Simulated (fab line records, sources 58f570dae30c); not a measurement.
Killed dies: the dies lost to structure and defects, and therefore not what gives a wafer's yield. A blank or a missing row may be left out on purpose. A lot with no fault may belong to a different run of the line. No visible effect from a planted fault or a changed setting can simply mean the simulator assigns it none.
The same fault as seen by 2 desks	flow berkeley cmos170	only its own numbers are on each desk; what lay behind them is given at the end

## AT THE METROLOGY DESK
Means of the sampled wafers that have a number, per lot and without regard to the tool the lot ran on: this is what the gauges read. Marked OUT: a lot whose mean sits more than 4 standard deviations from the usual mean, which makes it out of limits; the brackets give that distance.
Columns: A = GATE_POLY_THK at UCB170_GATE_THK_MEAS_05, usual 214.7 nm
lot	first seen here	A
L798	day 8 00:09	213.7
L799	day 8 00:09	212.6
L803	day 8 17:34	212.8
L802	day 8 17:34	215.4
L800	day 8 17:37	212.8
L804	day 8 17:38	215.3
L805	day 8 17:38	212.2
L806	day 9 00:44	214.8
L809	day 9 13:49	211.9
L812	day 10 01:39	214.4
L813	day 10 15:07	214.2
L814	day 10 22:56	217.4
L815	day 10 22:58	214.7
L818	day 11 13:10	213.8
L819	day 11 20:49	218.6
This desk's finding: nothing out of limits on any of the 15 lots.

## FOR THE TOOL OWNER'S DESK: implanter-04
UCB170_NLDD_IMPLANT_08, tool's own readings: per-lot mean of the sampled wafers with a number, covering each lot this tool ran. Marked OUT: a lot whose mean sits more than 4 standard deviations from the usual mean, which makes it out of limits; the brackets give that distance.
Columns: A = rotation deg at UCB170_NLDD_IMPLANT_08, usual -0.004 degrees
lot	first seen here	A
L798	day 8 05:04	0.014
L803	day 9 00:36	0.001
L800	day 9 00:58	0.003
L805	day 9 01:29	179.983 (+99 or more) OUT
L806	day 9 05:34	180.003 (+99 or more) OUT
L809	day 9 20:13	179.977 (+99 or more) OUT
This desk's verdict: out of limits on L805, L806, L809, starting with L805 at day 9 01:29 (rotation deg at UCB170_NLDD_IMPLANT_08). Within limits: L798, L803, L800.

## TAKEN TOGETHER
On L805, L806, L809, at day 9 01:29, an alarm was possible from the tool owner's desk.
From the metrology desk's view, nothing was out of limits.
The metrology desk has L805, L806, L809 on record, within its limits.
All the named lots went through UCB170_NLDD_IMPLANT_08 on implanter-04.

## WHAT HAD BEEN PUT IN BY THE SIMULATOR
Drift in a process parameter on implanter-04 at UCB170_NLDD_IMPLANT_08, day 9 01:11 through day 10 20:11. From 0, the setting rotation deg moved by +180. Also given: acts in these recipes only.
Shown lots that were struck: L805, L806, L809.
Hours from the fault's start to each desk's first reading out of limits: the tool owner's desk, 0.
